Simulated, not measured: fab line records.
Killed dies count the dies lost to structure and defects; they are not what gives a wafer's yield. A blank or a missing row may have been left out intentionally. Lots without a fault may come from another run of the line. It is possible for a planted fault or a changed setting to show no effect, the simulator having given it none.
Lot-split experiment    flow rit-cmos    23 wafers read across 5 lots, on a route 202 steps long

## ABOUT THE SPLIT
At RIT_REOX_OXIDATION_03 (target thk 25.2 nm, ox time 5580 s), the setting ox-time-s was moved away from the recipe's 5580 s on 20 of the 23 wafers read, by -4.1% to +13.3%. All remaining wafers had this setting at the recipe value.

Split to reading: the file shows no intervening step.

## THE READING
Values of REOX_OXIDE_THK in nm from RIT_REOX_THK_MEAS_04. Fault-free wafers of this fab line usually give 25.1 nm, standard deviation 0.38 nm.

wafer   tool, chamber at the split  ox-time-s as run, s  against the recipe  REOX_OXIDE_THK, nm  against lot-mates on the recipe
L074.1  furnace-01, 0               5580                 recipe              25.3                -
L074.4  furnace-01, 0               5580                 recipe              25.2                -
L074.5  furnace-01, 0               5580                 recipe              25.4                -
L076.1  -, -                        5966                 +6.9%               26.0                no lot-mate on the recipe
L076.2  -, -                        5966                 +6.9%               26.0                no lot-mate on the recipe
L076.4  -, -                        5966                 +6.9%               25.9                no lot-mate on the recipe
L076.5  -, -                        5966                 +6.9%               26.3                no lot-mate on the recipe
L076.6  -, -                        5966                 +6.9%               25.7                no lot-mate on the recipe
L077.1  -, -                        6322                 +13.3%              27.4                no lot-mate on the recipe
L077.2  -, -                        6322                 +13.3%              27.1                no lot-mate on the recipe
L077.3  -, -                        6322                 +13.3%              27.3                no lot-mate on the recipe
L077.4  -, -                        6322                 +13.3%              27.2                no lot-mate on the recipe
L077.5  -, -                        6322                 +13.3%              26.8                no lot-mate on the recipe
L079.1  -, -                        5352                 -4.1%               24.7                no lot-mate on the recipe
L079.3  -, -                        5352                 -4.1%               24.3                no lot-mate on the recipe
L079.4  -, -                        5352                 -4.1%               24.7                no lot-mate on the recipe
L079.5  -, -                        5352                 -4.1%               24.6                no lot-mate on the recipe
L079.6  -, -                        5352                 -4.1%               24.6                no lot-mate on the recipe
L083.1  -, -                        6293                 +12.8%              27.6                no lot-mate on the recipe
L083.2  -, -                        6293                 +12.8%              27.3                no lot-mate on the recipe
L083.3  -, -                        6293                 +12.8%              27.5                no lot-mate on the recipe
L083.4  -, -                        6293                 +12.8%              27.5                no lot-mate on the recipe
L083.5  -, -                        6293                 +12.8%              27.3                no lot-mate on the recipe

THE FIT
A straight line over all 23 wafers: REOX_OXIDE_THK changes by +0.156 nm for each +1% of ox-time-s; r = +0.97; the points scatter about the line by 0.26 nm.
Too few moved wafers with a lot-mate on the recipe to fit a line net of each lot's own level.

## THE WHOLE CHAIN: every reading that the file lists as answering this split, in the file's order
step                   what it does                        reading                                                                            change (the file's fit)                r (the file's)
RIT_REOX_OXIDATION_03  target thk 25.2 nm, ox time 5580 s  SiO2_of_REOX_OXIDATION_03.thk-nm (the simulator's own value, which no gauge read)  +0.157 nm for each +1% of the setting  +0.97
RIT_REOX_THK_MEAS_04                                       REOX_OXIDE_THK                                                                     +0.156 for each +1% of the setting     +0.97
RIT_SPACER_CLEAN_00    cleans in SC1, time 600 s           SiO2_of_REOX_OXIDATION_03.thk-nm (the simulator's own value, which no gauge read)  +0.144 nm for each +1% of the setting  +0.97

## THE FILE'S OWN FIT
REOX_OXIDE_THK changes by +0.156 nm for each +1% of ox-time-s, r = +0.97.
